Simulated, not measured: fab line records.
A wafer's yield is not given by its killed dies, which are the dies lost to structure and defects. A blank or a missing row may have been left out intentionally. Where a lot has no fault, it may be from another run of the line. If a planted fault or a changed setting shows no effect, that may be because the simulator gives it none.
Problem report, 8D (eight disciplines) form, completed by code + flow rit-cmos + the parts of the form that need people (team, actions taken, sign-off) are left out

1. WHAT IS WRONG
NSD_TW at RIT_NSD_TW_MEAS_10 reads a mean of 3216 on 6 wafers of 2 lots; wafers without a fault read 3113 with a standard deviation of 17. That puts it +6.1 standard deviations away from the usual mean.
First observed at day 5 16:50: wafer L230.1, on film-metro-01. The record has a number at this step for 42 wafers belonging to 14 lots. The rule behind "out" and "out of limits": a value lying over 4 standard deviations away from the usual mean. All remaining wafers that have a number are taken as sound.

2. WHAT IT IS AND WHAT IT IS NOT
| question                    | is                           | is not                                                                          |
|-----------------------------|------------------------------|---------------------------------------------------------------------------------|
| which readings at this step | NSD_TW                       | -                                                                               |
| which lots                  | L230, L233                   | L218, L219, L220, L222, L224, L225, L226, L227, L229, L235, L240, L241          |
| which wafers of those lots  | all that have a number       | -                                                                               |
| read on which gauges        | film-metro-01, film-metro-02 | film-metro-04                                                                   |
| when                        | from day 5 16:50             | up to then (27 sound wafers); but 9 sound wafers of L235, L240, L241 came after |

3. THE SUSPECTS, EACH WITH WHAT RULES IT OUT
Counting: a tool stays on the suspect list if, at a process step up to the reading, it processed all lots that are out and no sound lot following the first of them.
- ruled out: the gauge at RIT_NSD_TW_MEAS_10. The wafers that are out were read on 2 gauges (film-metro-01, film-metro-02).
- implanter-01 at RIT_NSD_IMPLANT_08: kept. It processed each lot that is out, first L230 at day 5 16:31, and no sound lot thereafter; up to then, the last sound lot it processed was L227 at day 5 03:03. Its own dose-ions-cm2, faraday-current-uA readings are out on those wafers.
After counting, what remains is implanter-01 at RIT_NSD_IMPLANT_08.

4. THE CAUSE (what the simulator had put in)
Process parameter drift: implanter-01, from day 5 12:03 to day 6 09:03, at RIT_NSD_IMPLANT_08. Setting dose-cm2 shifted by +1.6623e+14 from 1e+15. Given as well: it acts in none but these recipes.
This tool alone remained once counting was done.

5. SEQUENCE OF EFFECTS, ordered by route
Each row: a reading where the mean over the struck wafers with a number is more than 3 standard deviations away from the usual. Only readings whose record carries a usual standard deviation are examined. hours: median over the lots of the time between each lot's start at the first step of this table that gives one and its start at this step. sigmas: the change, counted in usual standard deviations.
| hours | step                    | reading            | usual       | on struck wafers | change      | sigmas      |
|-------|-------------------------|--------------------|-------------|------------------|-------------|-------------|
| 0     | RIT_NSD_IMPLANT_08      | dose-ions-cm2      | 1.0001e+15  | 1.1666e+15       | +1.6655e+14 | +99 or more |
| 0     | RIT_NSD_IMPLANT_08      | faraday-current-uA | 3140        | 3641             | +501        | +8.1        |
| 0     | RIT_NSD_TW_MEAS_10      | NSD_TW             | 3113        | 3216             | +103        | +6.1        |
| 3     | RIT_SDANNEAL_RS_MEAS_05 | NSD_RS             | 84.6 ohm/sq | 75.2             | -9.4        | -29         |
It contains these process steps:
- RIT_NSD_IMPLANT_08

6. WHAT WOULD HAVE CAUGHT IT SOONER
Counted from the fault's start at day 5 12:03, it took 5 hours until the first out-of-limits reading at a measuring or inspecting step in this record, taken at day 5 16:50.
Tool's own readings at RIT_NSD_IMPLANT_08, dose-ions-cm2, faraday-current-uA: out on all struck wafers the step has rows for; an alarm limit on them would have tripped on the first.
Among the 2 lots that are out, L233 began RIT_NSD_IMPLANT_08 on implanter-01 after day 5 16:50. Putting the tool on hold at that point would have spared it.
